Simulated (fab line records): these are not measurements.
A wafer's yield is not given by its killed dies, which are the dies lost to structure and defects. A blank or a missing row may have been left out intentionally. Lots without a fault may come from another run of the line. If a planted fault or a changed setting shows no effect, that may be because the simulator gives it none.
Lot-split experiment ; flow berkeley-cmos170 ; route with 331 steps; 5 lots, 23 wafers read

ON THE SPLIT
At UCB170_PWELL_CVD_05 (deposits Si3N4 from SiH2Cl2/NH3, target thk 220 nm, time 3300 s), the setting time-s was moved away from the recipe's 3300 s on 10 of the 23 wafers read, by -5.3% to -4.1%. This setting was run at the recipe's value on the other wafers.

The reading is taken at the split's own step.

THE READING
Si3N4_of_PWELL_CVD_05.thk-nm (the simulator's own value, which no gauge read), in nm, at UCB170_PWELL_CVD_05 (deposits Si3N4 from SiH2Cl2/NH3, target thk 220 nm, time 3300 s). No usual value for it is given in the file. Across the 13 wafers here that went through the recipe, the average is 223.2 nm and the standard deviation 2.6 nm.

wafer;tool, chamber at the split;time-s as run, s;against the recipe;Si3N4_of_PWELL_CVD_05.thk-nm, nm;against lot-mates on the recipe
L076.2;-, -;3300;recipe;224.9;-
L076.3;-, -;3300;recipe;226.8;-
L076.4;-, -;3300;recipe;225.9;-
L076.5;-, -;3300;recipe;228.4;-
L076.6;-, -;3300;recipe;224.3;-
L078.1;-, -;3165;-4.1%;212.5;no lot-mate on the recipe
L078.2;-, -;3165;-4.1%;215.1;no lot-mate on the recipe
L078.4;-, -;3165;-4.1%;215.1;no lot-mate on the recipe
L078.3;-, -;3165;-4.1%;215.9;no lot-mate on the recipe
L078.6;-, -;3165;-4.1%;214.9;no lot-mate on the recipe
L079.3;lpcvd-02, 1;3300;recipe;222.2;-
L079.4;lpcvd-02, 1;3300;recipe;224.2;-
L079.5;lpcvd-02, 1;3300;recipe;221.3;-
L080.1;-, -;3124;-5.3%;216.7;no lot-mate on the recipe
L080.2;-, -;3124;-5.3%;215.5;no lot-mate on the recipe
L080.4;-, -;3124;-5.3%;215.4;no lot-mate on the recipe
L080.5;-, -;3124;-5.3%;215;no lot-mate on the recipe
L080.6;-, -;3124;-5.3%;216.9;no lot-mate on the recipe
L084.2;-, -;3300;recipe;219.4;-
L084.3;-, -;3300;recipe;221.3;-
L084.4;-, -;3300;recipe;221.6;-
L084.5;-, -;3300;recipe;220.6;-
L084.6;-, -;3300;recipe;220.9;-

FIT RESULTS
A straight line over all 23 wafers: Si3N4_of_PWELL_CVD_05.thk-nm changes by +1.6 nm for each +1% of time-s; r = +0.85; the points scatter about the line by 2.4 nm.
Too few moved wafers with a lot-mate on the recipe to fit a line net of each lot's own level.

THE FILE'S OWN FIT
Si3N4_of_PWELL_CVD_05.thk-nm changes by +1.6 nm for each +1% of time-s, r = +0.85.
